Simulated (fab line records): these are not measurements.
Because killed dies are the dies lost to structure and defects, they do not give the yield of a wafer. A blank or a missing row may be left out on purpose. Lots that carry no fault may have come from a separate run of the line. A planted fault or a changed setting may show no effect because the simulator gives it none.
Commonality check across tools ; flow rit-cmos ; Sample size 14 lots and 42 wafers

WHAT PROMPTED THE OPENING
2 of 14 lots carry a flag on the reading SPACER_NITRIDE_THK at RIT_SPACER_THK_MEAS_04. Wafers without a fault read 250.0 nm, standard deviation 2.2.
Rule: flag the lot when none of its wafers has a number, or when each of its wafers that has one lies beyond 4 standard deviations from that mean. All remaining lots are regarded as sound.

lot;measured;on;SPACER_NITRIDE_THK (nm), wafer by wafer;flag
L394;day 3 00:49;film-metro-03;249.1 247.9 250.3;
L395;day 3 08:50;film-metro-01;252.2 251.5 251.3;
L396;day 3 14:10;film-metro-03;249.5 247.5 248.8;
L397;day 3 20:56;film-metro-01;249.4 248.7 249.8;
L399;day 4 06:17;film-metro-04;250.2 250.8 251.2;
L400;day 4 09:30;film-metro-03;249.7 250.0 247.1;
L401;day 4 14:43;film-metro-01;249.5 249.7 249.7;
L403;day 5 00:48;film-metro-03;248.1 247.3 250.4;
L404;day 5 06:43;film-metro-01;247.7 246.7 249.1;
L407;day 5 17:13;film-metro-03;249.9 252.5 252.5;
L408;day 6 02:44;film-metro-04;250.9 251.5 251.3;
L409;day 6 06:25;film-metro-03;251.9 253.1 251.0;
L410;day 6 08:08;film-metro-01;280.6 282.3 286.3;FLAGGED
L411;day 6 16:07;film-metro-01;260.4 265.2 282.7;FLAGGED
The mean of the flagged lots' numbers is 276.2 nm, +26.2 nm from the usual (+12 standard deviations).

WHICH TOOL RAN EACH LOT
The record keeps 1 process step preceding the reading, out of 202 steps on the route. In each cell: the tool, then ch and the chambers that the sampled wafers went through, then the start.
lot;flag;RIT_SPACER_CVD_03
L394;;lpcvd-02 ch 0, day 2 22:53
L395;;lpcvd-02 ch 0, day 3 06:55
L396;;lpcvd-01 ch 0, day 3 12:14
L397;;lpcvd-02 ch 0, day 3 19:01
L399;;lpcvd-02 ch 1, day 4 04:23
L400;;lpcvd-02 ch 0, day 4 07:35
L401;;lpcvd-02 ch 1, day 4 12:47
L403;;lpcvd-02 ch 0, day 4 22:53
L404;;lpcvd-02 ch 0, day 5 03:49
L407;;lpcvd-02 ch 1, day 5 15:17
L408;;lpcvd-01 ch 1, day 6 00:48
L409;;lpcvd-02 ch 0, day 6 04:29
L410;FLAGGED;lpcvd-01 ch 0, day 6 06:13
L411;FLAGGED;lpcvd-01 ch 0, day 6 14:11
What is done by these steps:
- RIT_SPACER_CVD_03: deposits Si3N4 from SiH2Cl2/NH3, target thk 250 nm, time 3300 s.
- RIT_SPACER_THK_MEAS_04

FLAGGED AGAINST TOTAL, ONE TOOL AT A TIME (gauges that did the reading follow at the end)
step;tool;lots run;flagged;share of the flagged lots;sound lots run after its first flagged lot
RIT_SPACER_CVD_03;lpcvd-01;4;2;all;0
RIT_SPACER_CVD_03;lpcvd-02;10;0;none;-
RIT_SPACER_THK_MEAS_04;film-metro-01;6;2;all;0
RIT_SPACER_THK_MEAS_04;film-metro-03;6;0;none;-
RIT_SPACER_THK_MEAS_04;film-metro-04;2;0;none;-

WHAT THE TABLE PERMITS
Every flagged lot went through 2 rows of the table: lpcvd-01 at RIT_SPACER_CVD_03 and film-metro-01 at RIT_SPACER_THK_MEAS_04.
- lpcvd-01 at RIT_SPACER_CVD_03: 2 of its 4 lots flagged. Its last sound lot is L408 (day 6 00:48), its first flagged lot L410 (day 6 06:13): a fault that began between those two fits. Its own readings lie more than 4 standard deviations out on every wafer of the flagged lots: spike-tc-centre-C.
- film-metro-01 at RIT_SPACER_THK_MEAS_04: 2 of its 6 lots flagged. Its last sound lot is L404 (day 5 06:43), its first flagged lot L410 (day 6 08:08): a fault that began between those two fits.
These 2 tools cannot be told apart by counting lots, since each of them fits a fault that started at some hour. More lots, or a look at what each step does to the wafer, might.

WHAT HAD BEEN PUT IN BY THE SIMULATOR
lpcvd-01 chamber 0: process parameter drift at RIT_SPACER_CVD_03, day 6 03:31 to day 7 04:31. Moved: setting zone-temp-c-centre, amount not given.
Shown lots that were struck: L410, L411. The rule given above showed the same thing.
